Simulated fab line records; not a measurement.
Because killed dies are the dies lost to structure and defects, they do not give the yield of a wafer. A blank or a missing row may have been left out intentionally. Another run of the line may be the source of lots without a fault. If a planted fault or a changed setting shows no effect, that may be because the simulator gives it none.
Check for tools in common ; flow berkeley cmos170 ; 42 wafers sampled across 14 lots

REASON FOR OPENING
UCB170_NSD_TW_MEAS_10, reading NSD_TW: flagged on 2 of 14 lots. Wafers without a fault read 4183, standard deviation 42.
Rule: a lot is flagged when every wafer of it that has a number lies more than 4 standard deviations from that mean, or none has a number. As for the other lots, they are considered sound.

lot;measured;on;NSD_TW, wafer by wafer;flag
L338;day 7 14:53;film metro-04;4153 4144 4160;
L339;day 7 15:11;film metro-01;4193 4222 4219;
L340;day 8 07:29;film metro-04;4165 4156 4145;
L341;day 8 07:42;film metro-01;4177 4178 4179;
L342;day 8 07:49;film metro-01;4189 4192 4178;
L343;day 8 17:31;film metro-04;4147 4140 4138;
L344;day 8 18:11;film metro-01;4159 4143 4166;
L345;day 9 02:47;film metro-01;4532 4544 4535;FLAGGED
L347;day 9 07:46;film metro-04;4519 4571 4529;FLAGGED
L346;day 9 08:20;film metro-01;4191 4189 4171;
L350;day 10 02:30;film metro-02;4236 4259 4267;
L354;day 10 17:23;film metro-04;4125 4134 4112;
L358;day 11 05:02;film metro-02;4220 4215 4222;
L361;day 12 04:34;film metro-01;4180 4209 4181;
The mean of the flagged lots' numbers is 4538, +355 from the usual (+8 standard deviations).

EACH LOT AND THE TOOL IT RAN ON
The record holds 3 process steps before the reading, out of a route of 331 steps. In each cell: the tool, then ch and the chambers that the sampled wafers went through, then the start.
lot;flag;UCB170_PLDD_STRIP_10;UCB170_NSD_IMPLANT_08;UCB170_NSD_STRIP_09
L338;;plasma asher-02 ch 0,1, day 7 01:52;implanter-04 ch 0, day 7 14:38;plasma asher-03 ch 0,1, day 7 14:47
L339;;plasma asher-02 ch 0,1, day 7 02:15;implanter-04 ch 0, day 7 14:56;plasma asher-01 ch 0,1, day 7 15:04
L340;;plasma asher-01 ch 0,1, day 7 17:17;implanter-03 ch 0, day 8 07:16;plasma asher-03 ch 0,1, day 8 07:23
L341;;plasma asher-03 ch 0,1, day 7 17:01;implanter-04 ch 0, day 8 07:29;plasma asher-04 ch 0,1, day 8 07:36
L342;;plasma asher-02 ch 0,1, day 7 17:19;implanter-01 ch 0, day 8 07:35;plasma asher-03 ch 0,1, day 8 07:43
L343;;plasma asher-01 ch 0,1, day 8 02:19;implanter-04 ch 0, day 8 17:16;plasma asher-04 ch 1, day 8 17:25
L344;;plasma asher-03 ch 0,1, day 8 02:35;implanter-01 ch 0, day 8 17:58;plasma asher-01 ch 0,1, day 8 18:07
L345;FLAGGED;plasma asher-03 ch 0,1, day 8 12:40;implanter-01 ch 0, day 9 02:34;plasma asher-03 ch 0,1, day 9 02:41
L347;FLAGGED;plasma asher-01 ch 1, day 8 22:51;implanter-01 ch 0, day 9 07:31;plasma asher-01 ch 0,1, day 9 07:40
L346;;plasma asher-03 ch 0,1, day 8 22:58;implanter-03 ch 0, day 9 08:06;plasma asher-01 ch 0,1, day 9 08:13
L350;;plasma asher-02 ch 0,1, day 9 15:47;implanter-04 ch 0, day 10 02:15;plasma asher-04 ch 0,1, day 10 02:24
L354;;plasma asher-02 ch 0,1, day 10 06:18;implanter-03 ch 0, day 10 17:08;plasma asher-01 ch 0,1, day 10 17:17
L358;;plasma asher-03 ch 0,1, day 10 17:10;implanter-03 ch 0, day 11 04:47;plasma asher-04 ch 0,1, day 11 04:56
L361;;plasma asher-02 ch 0,1, day 11 18:02;implanter-04 ch 0, day 12 04:19;plasma asher-03 ch 0,1, day 12 04:28
What these steps do:
- UCB170_PLDD_STRIP_10: strips in O2.
- UCB170_NSD_IMPLANT_08
- UCB170_NSD_STRIP_09: strips in O2.
- UCB170_NSD_TW_MEAS_10

FLAGGED OVER TOTAL, TOOL BY TOOL (the gauges that took the reading come last)
step;tool;lots run;flagged;share of the flagged lots;sound lots run after its first flagged lot
UCB170_PLDD_STRIP_10;plasma asher-01;3;1;some;0
UCB170_PLDD_STRIP_10;plasma asher-02;6;0;none;-
UCB170_PLDD_STRIP_10;plasma asher-03;5;1;some;2 (L346,L358)
UCB170_NSD_IMPLANT_08;implanter-01;4;2;all;0
UCB170_NSD_IMPLANT_08;implanter-03;4;0;none;-
UCB170_NSD_IMPLANT_08;implanter-04;6;0;none;-
UCB170_NSD_STRIP_09;plasma asher-01;5;1;some;2 (L346,L354)
UCB170_NSD_STRIP_09;plasma asher-03;5;1;some;1 (L361)
UCB170_NSD_STRIP_09;plasma asher-04;4;0;none;-
UCB170_NSD_TW_MEAS_10;film metro-01;7;1;some;2 (L346,L361)
UCB170_NSD_TW_MEAS_10;film metro-02;2;0;none;-
UCB170_NSD_TW_MEAS_10;film metro-04;5;1;some;1 (L354)

THE TABLE: WHAT IT ALLOWS
Rows of the table that ran each flagged lot: 1, that is implanter-01 at UCB170_NSD_IMPLANT_08.
- implanter-01 at UCB170_NSD_IMPLANT_08 ran 4 lots, 2 of them flagged. Its last sound lot is L344 (day 8 17:58), its first flagged lot L345 (day 9 02:34): a fault that began between those two fits. Its own readings lie more than 4 standard deviations out on every wafer of the flagged lots: beam energy keV.
implanter-01 at UCB170_NSD_IMPLANT_08 is the single tool remaining.

WHAT THE SIMULATOR HAD PUT IN
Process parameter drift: implanter-01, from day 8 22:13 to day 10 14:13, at UCB170_NSD_IMPLANT_08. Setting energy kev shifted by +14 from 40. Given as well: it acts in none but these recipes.
Lots struck among those shown: L345, L347. The same result came from the rule above.
